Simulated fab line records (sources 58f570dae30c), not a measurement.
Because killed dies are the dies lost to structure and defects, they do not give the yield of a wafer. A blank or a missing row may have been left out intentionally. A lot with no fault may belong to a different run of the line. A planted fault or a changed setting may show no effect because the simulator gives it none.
Struck lot and sound lot, side by side -- flow berkeleyCmos170 -- 14 out of 331 route steps
Sound: these wafers, L460.2, L460.3, L460.6. Wafers L480.1, L480.2, L480.6 were the ones struck. At the end, the cause is stated.
Order at every step that has rows: each side's tool, ch and its chambers, its first start. Under that, the readings that differ: sound wafers -- struck wafers -- difference of the means -- sigmas: that difference in standard deviations of wafers without a fault.
alike: readings whose means differ by less than 2 such deviations, and words and numbers that are the same on both sides. not compared: withheld readings, readings that some wafer has no value for, bounds like >300 that may hide the same value, and numbers for which the record gives no deviation and whose values overlap.
Wherever a step has rows on one side only, a row that says differs or no value, or a row with sigmas, the two part there. Numbers that have no deviation but don't overlap get no sigmas and don't part them. A reading that every wafer of one side lacks parts them only if that side has two wafers or more.

UCB170_M2_SPUTTER_01: material Al, target thk 900 nm, time 120 s.
  sound on pvdSputter-01, day 9 00:35; struck on pvdSputter-01, day 13 00:23
  alike: throttleValvePct
UCB170_M2_RS_MEAS_02: measurement is done with a four-point probe.
  sound on filmMetro-02, day 9 00:42; struck on filmMetro-01, day 13 00:28
  alike: M2_AL_RS
UCB170_M2_THK_MEAS_03: measures by xrf.
  sound on filmMetro-02, day 9 00:49; struck on filmMetro-01, day 13 00:35
  alike: M2_AL_THK
then, 3 steps without rows for these wafers: UCB170_M2_HMDS_04 (prime time 60 s); UCB170_M2_COAT_05 (resist thk 900 nm); UCB170_M2_SOFTBAKE_06 (time 60 s).
UCB170_M2_STRIP_07: strips in O2.
  sound on plasmaAsher-04 ch 0,1, day 9 01:19; struck on plasmaAsher-02 ch 0,1, day 13 01:20
  alike: drypumpMotorCurrentA, oesProductAu, stripTimeToEndpointS
  not compared: rfHoursCounterH
then, 5 steps without rows for these wafers: UCB170_M2_STRIP_08 (strips KrF in DMSO, time 600 s); UCB170_M2_COAT_09; UCB170_M2_COAT_10 (resist thk 900 nm); UCB170_M2_SOFTBAKE_11 (time 60 s); UCB170_M2_EXPOSE_12 (exposes mask METAL2, target cd 700 nm).
UCB170_M2_PEB_13:
  struck on lithoTrack-03, day 13 02:15; sound on lithoTrack-01 ch 0, day 9 02:29
  no value came back on the struck wafers for chillPlateTempC (C), exhaustPa (Pa); on the sound wafers chillPlateTempC (C) reads 23.04 23.00 23.00
then, 1 step without rows for these wafers: UCB170_M2_DEVELOP_14 (develop time 45 s).

WHERE THEY PART
Only at UCB170_M2_PEB_13, as far as this record shows.

WHY: what had been put in by the simulator
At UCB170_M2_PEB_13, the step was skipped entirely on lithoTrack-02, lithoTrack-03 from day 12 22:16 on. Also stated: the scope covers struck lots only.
